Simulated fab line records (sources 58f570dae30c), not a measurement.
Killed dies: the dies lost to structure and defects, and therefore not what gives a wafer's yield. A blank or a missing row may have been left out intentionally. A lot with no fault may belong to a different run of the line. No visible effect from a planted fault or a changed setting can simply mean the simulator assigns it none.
The same fault as seen by 2 desks / flow berkeley-cmos170 / each desk holds nothing but its own numbers, with what lay behind them at the end

DESK OF THE TOOL OWNER: lpcvd-01
The tool's own readings at UCB170_GATE_CVD_04 (deposits poly-Si from SiH4, time 1440 s, target thk 214 nm): means of the sampled wafers that have a number, for each lot that ran on this tool. Any lot whose mean is over 4 standard deviations away from the usual mean is out of limits and marked OUT; that distance is given in the brackets.
Columns: A = spike-tc-centre-C at UCB170_GATE_CVD_04, usual 612.7 C; B = spike-tc-load-C at UCB170_GATE_CVD_04, usual 630 C; C = spike-tc-source-C at UCB170_GATE_CVD_04, usual 629.7 C; D = susceptor-temp-C at UCB170_GATE_CVD_04, usual 609.98 C; E = zone-power-source-pct at UCB170_GATE_CVD_04, usual 11.8 %
lot=L298; first seen here=day 6 19:51; A=612.8; B=632; C=628.5; D=610.09; E=11.2
lot=L299; first seen here=day 7 02:56; A=611.7; B=633; C=629.7; D=610.12; E=13.2
lot=L300; first seen here=day 7 02:56; A=612.6; B=632; C=628.7; D=610.21; E=11.2
lot=L302; first seen here=day 7 05:56; A=611.8; B=633; C=630.3; D=610.06; E=13.2
lot=L303; first seen here=day 7 05:56; A=612.6; B=633; C=630.7; D=610.04; E=13.2
lot=L307; first seen here=day 8 03:26; A=612.5; B=632; C=627.9; D=609.68; E=11.1
lot=L309; first seen here=day 8 18:35; A=611.6; B=632; C=631.2; D=609.89; E=13.2
lot=L311; first seen here=day 8 18:35; A=612.2; B=632; C=626.9; D=609.78; E=11.1
lot=L315; first seen here=day 10 01:47; A=577.4 (-32) OUT; B=595 (-9.0) OUT; C=591.7 (-25) OUT; D=574.46 (-99 or more) OUT; E=9.9
lot=L316; first seen here=day 10 07:02; A=577.6 (-32) OUT; B=596 (-8.7) OUT; C=592.9 (-25) OUT; D=575.07 (-99 or more) OUT; E=10.0
lot=L317; first seen here=day 10 07:02; A=576.6 (-33) OUT; B=597 (-8.5) OUT; C=593.3 (-24) OUT; D=574.63 (-99 or more) OUT; E=11.9
Finding of this desk: L315, L316, L317 out of limits; the first was L315 at day 10 01:47, on spike-tc-centre-C at UCB170_GATE_CVD_04. Within limits: L298, L299, L300, L302, L303, L307, L309, L311.

METROLOGY DESK
Means of the sampled wafers that have a number, per lot and without regard to the tool the lot ran on: this is what the gauges read. Any lot whose mean is over 4 standard deviations away from the usual mean is out of limits and marked OUT; that distance is given in the brackets.
Columns: A = PFIELD_TW at UCB170_PFIELD_TW_MEAS_09, usual 601; B = GATE_POLY_THK at UCB170_GATE_THK_MEAS_05, usual 214.8 nm
lot=L296; first seen here=day 4 03:23; A=591; B=210.3
lot=L298; first seen here=day 4 22:55; A=613; B=216.2
lot=L300; first seen here=day 5 05:10; A=613; B=216.9
lot=L299; first seen here=day 5 06:58; A=610; B=217.3
lot=L302; first seen here=day 5 14:11; A=604; B=213.1
lot=L303; first seen here=day 5 14:25; A=612; B=211.1
lot=L304; first seen here=day 5 21:29; A=590; B=215.9
lot=L301; first seen here=day 5 21:49; A=605; B=213.4
lot=L306; first seen here=day 6 02:06; A=589; B=213.3
lot=L307; first seen here=day 6 07:54; A=606; B=215.7
lot=L311; first seen here=day 7 06:32; A=608; B=213.1
lot=L309; first seen here=day 7 06:56; A=588; B=214.5
lot=L315; first seen here=day 8 08:56; A=610; B=91.6 (-51) OUT
lot=L317; first seen here=day 8 21:08; A=603; B=92.9 (-51) OUT
lot=L316; first seen here=day 8 21:32; A=587; B=90.6 (-52) OUT
Finding of this desk: L315, L316, L317 out of limits, first seen on L315 at day 10 03:11 (GATE_POLY_THK at UCB170_GATE_THK_MEAS_05). Within limits: L296, L298, L300, L299, L302, L303, L304, L301, L306, L307, L311, L309.

TAKEN TOGETHER
The tool owner's desk had the chance to raise an alarm at day 10 01:47 on L315, L316, L317.
On L315, L316, L317, the metrology desk was in a position to raise an alarm at day 10 03:11.
Every lot named ran UCB170_GATE_CVD_04 on lpcvd-01.

WHAT WAS PUT IN BY THE SIMULATOR
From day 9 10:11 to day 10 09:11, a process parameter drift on lpcvd-01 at UCB170_GATE_CVD_04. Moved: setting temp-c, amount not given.
Struck lots among those shown: L315, L316, L317.
Time in hours from fault onset to the first out-of-limits reading at each desk: tool owner's desk 16, metrology desk 17.
